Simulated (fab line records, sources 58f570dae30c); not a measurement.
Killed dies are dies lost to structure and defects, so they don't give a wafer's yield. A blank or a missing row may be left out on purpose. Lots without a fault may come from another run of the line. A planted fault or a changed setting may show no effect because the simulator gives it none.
Which tool did it? | flow berkeley_cmos170 | 13 lots, 39 wafers sampled, at 5 steps of a route of 331

WHAT THE GAUGES READ, wafer by wafer
UCB170_PSD_OVL_MEAS_07.
lot  | measured     | on         | PSD_OVL (nm)
L769 | day 6 16:04  | overlay-01 | 1 -3 0
L768 | day 6 17:27  | overlay-01 | -6 1 -5
L771 | day 6 22:26  | overlay-02 | -5 -10 -9
L772 | day 6 22:35  | overlay-01 | 1 -4 -2
L770 | day 6 22:43  | overlay-02 | 2 4 -10
L774 | day 7 15:53  | overlay-01 | -3 -3 -2
L777 | day 8 23:23  | overlay-02 | 12 6 12
L778 | day 8 23:40  | overlay-02 | 0 7 3
L779 | day 9 16:19  | overlay-02 | -3 -5 -4
L781 | day 9 16:40  | overlay-02 | 4 8 4
L783 | day 10 13:11 | overlay-02 | 6 2 2
L789 | day 11 07:12 | overlay-01 | 2 2 8
L790 | day 12 12:13 | overlay-02 | -5 -3 -3

UCB170_NSD_TW_MEAS_10.
lot  | measured     | on            | NSD_TW
L769 | day 6 19:57  | film_metro-03 | 4217 4199 4190
L768 | day 6 20:12  | film_metro-03 | 4233 4211 4208
L771 | day 7 00:13  | film_metro-04 | 4209 4239 4233
L772 | day 7 00:31  | film_metro-02 | 4144 4159 4139
L770 | day 7 00:47  | film_metro-03 | 4195 4203 4192
L774 | day 7 17:47  | film_metro-04 | 4230 4200 4208
L777 | day 9 01:17  | film_metro-04 | 4215 4232 4236
L778 | day 9 01:33  | film_metro-02 | 4153 4193 4163
L779 | day 9 18:23  | film_metro-03 | 4203 4209 4209
L781 | day 9 18:55  | film_metro-04 | 4229 4229 4237
L783 | day 10 16:43 | film_metro-04 | 4246 4272 4267
L789 | day 11 09:21 | film_metro-03 | 4232 4226 4241
L790 | day 12 14:28 | film_metro-04 | 4216 4216 4202

UCB170_SILICIDE_RS_MEAS_02: measures by four-point-probe.
lot  | measured     | on            | SILICIDE_TI_RS (ohm/sq)
L769 | day 6 22:08  | film_metro-03 | 26.2 25.6 25.9
L768 | day 6 22:20  | film_metro-01 | 27.0 26.9 27.4
L771 | day 7 02:03  | film_metro-01 | 26.5 26.3 26.8
L772 | day 7 02:15  | film_metro-04 | 26.4 25.8 26.4
L770 | day 7 02:27  | film_metro-04 | 25.8 26.0 25.6
L774 | day 7 19:30  | film_metro-04 | 26.3 26.0 26.0
L777 | day 9 02:58  | film_metro-04 | 26.0 26.2 25.9
L778 | day 9 03:13  | film_metro-01 | 26.3 26.2 26.3
L779 | day 9 20:09  | film_metro-03 | 26.0 26.1 26.0
L781 | day 9 20:37  | film_metro-03 | 26.6 26.3 26.8
L783 | day 10 18:31 | film_metro-01 | 27.1 27.1 27.3
L789 | day 11 11:23 | film_metro-03 | 26.4 26.1 26.0
L790 | day 12 16:20 | film_metro-01 | 26.6 26.6 26.2

WHICH TOOL RAN EACH LOT (tool, then ch and the chambers of the sampled wafers, then the start)
lot  | UCB170_SDANNEAL_RTA_01           | UCB170_SILICIDE_SPUTTER_01
L769 | rtp_anneal-02 ch 0, day 6 21:29  | pvd_sputter-03, day 6 22:05
L768 | rtp_anneal-01 ch 0, day 6 21:41  | pvd_sputter-02, day 6 22:16
L771 | rtp_anneal-01 ch 0, day 7 01:22  | pvd_sputter-01, day 7 02:01
L772 | rtp_anneal-02 ch 0, day 7 01:37  | pvd_sputter-02, day 7 02:13
L770 | rtp_anneal-02 ch 0, day 7 01:49  | pvd_sputter-03, day 7 02:25
L774 | rtp_anneal-01 ch 0, day 7 18:52  | pvd_sputter-01, day 7 19:28
L777 | rtp_anneal-02 ch 0, day 9 02:19  | pvd_sputter-03, day 9 02:54
L778 | rtp_anneal-01 ch 0, day 9 02:35  | pvd_sputter-01, day 9 03:11
L779 | rtp_anneal-02 ch 0, day 9 19:29  | pvd_sputter-03, day 9 20:03
L781 | rtp_anneal-01 ch 0, day 9 19:57  | pvd_sputter-02, day 9 20:32
L783 | rtp_anneal-01 ch 0, day 10 17:45 | pvd_sputter-03, day 10 18:20
L789 | rtp_anneal-01 ch 0, day 11 10:42 | pvd_sputter-02, day 11 11:19
L790 | rtp_anneal-01 ch 0, day 12 15:38 | pvd_sputter-01, day 12 16:15
- UCB170_SDANNEAL_RTA_01: time 5 s.
- UCB170_SILICIDE_SPUTTER_01: material Ti, target thk 30 nm, time 25 s.

WHAT THE TOOLS THEMSELVES READ (means of the sampled wafers that have a number; where no wafer has one, the mark that the record gives instead)
UCB170_SDANNEAL_RTA_01.
lot  | tool          | anneal_temp_c_max | lamp_power_pct (%) | wafer_temp_C_max
L769 | rtp_anneal-02 | 1056.4            | 38.7               | 1052.5
L768 | rtp_anneal-01 | 1056.0            | 35.4               | 1054.2
L771 | rtp_anneal-01 | 1056.6            | 35.3               | 1054.6
L772 | rtp_anneal-02 | 1056.1            | 38.8               | 1052.7
L770 | rtp_anneal-02 | 1056.9            | 38.8               | 1052.3
L774 | rtp_anneal-01 | 1056.6            | 35.3               | 1054.7
L777 | rtp_anneal-02 | 1056.6            | 38.8               | 1052.9
L778 | rtp_anneal-01 | 1055.9            | 35.3               | 1054.3
L779 | rtp_anneal-02 | 1056.7            | 38.7               | 1053.0
L781 | rtp_anneal-01 | 1055.3            | 35.4               | 1055.1
L783 | rtp_anneal-01 | 1056.0            | 35.4               | 1053.6
L789 | rtp_anneal-01 | 1056.4            | 35.3               | 1053.9
L790 | rtp_anneal-01 | 1055.4            | 35.4               | 1054.7

UCB170_SILICIDE_SPUTTER_01.
lot  | tool           | throttle_valve_pct (%)
L769 | pvd_sputter-03 | 29.5
L768 | pvd_sputter-02 | 29.3
L771 | pvd_sputter-01 | 29.5
L772 | pvd_sputter-02 | 29.6
L770 | pvd_sputter-03 | 29.3
L774 | pvd_sputter-01 | 29.1
L777 | pvd_sputter-03 | 29.2
L778 | pvd_sputter-01 | 28.4
L779 | pvd_sputter-03 | 30.9
L781 | pvd_sputter-02 | 29.1
L783 | pvd_sputter-03 | 30.8
L789 | pvd_sputter-02 | 29.5
L790 | pvd_sputter-01 | 29.8

THE ANSWER, worked out from the rows above alone
Rule: what is usual is taken from the lots themselves. Put in order of their means at a reading, lots are off if they are a third of the lots or fewer, leave a main group of 4 or more, and stand apart from it by a gap of 3 or more times the standard deviation of the main group's means; of several such gaps the widest counts. A main group whose means are all the same, to the digits that the tables above print for the reading, isn't used. A lot without any number at a reading at which 4 lots or more have one is off too. The other lots that the step has rows for count as sound. The gauges are gone through in route order, then the tools' own readings, and for those a lot's mean is taken as printed above. The first step at which some lot is off is used, and at that step the reading that is off furthest; a lot without a number counts as furthest.
No lot is off at any reading shown: from this, nothing can be told.

WHAT THE SIMULATOR HAD PUT IN
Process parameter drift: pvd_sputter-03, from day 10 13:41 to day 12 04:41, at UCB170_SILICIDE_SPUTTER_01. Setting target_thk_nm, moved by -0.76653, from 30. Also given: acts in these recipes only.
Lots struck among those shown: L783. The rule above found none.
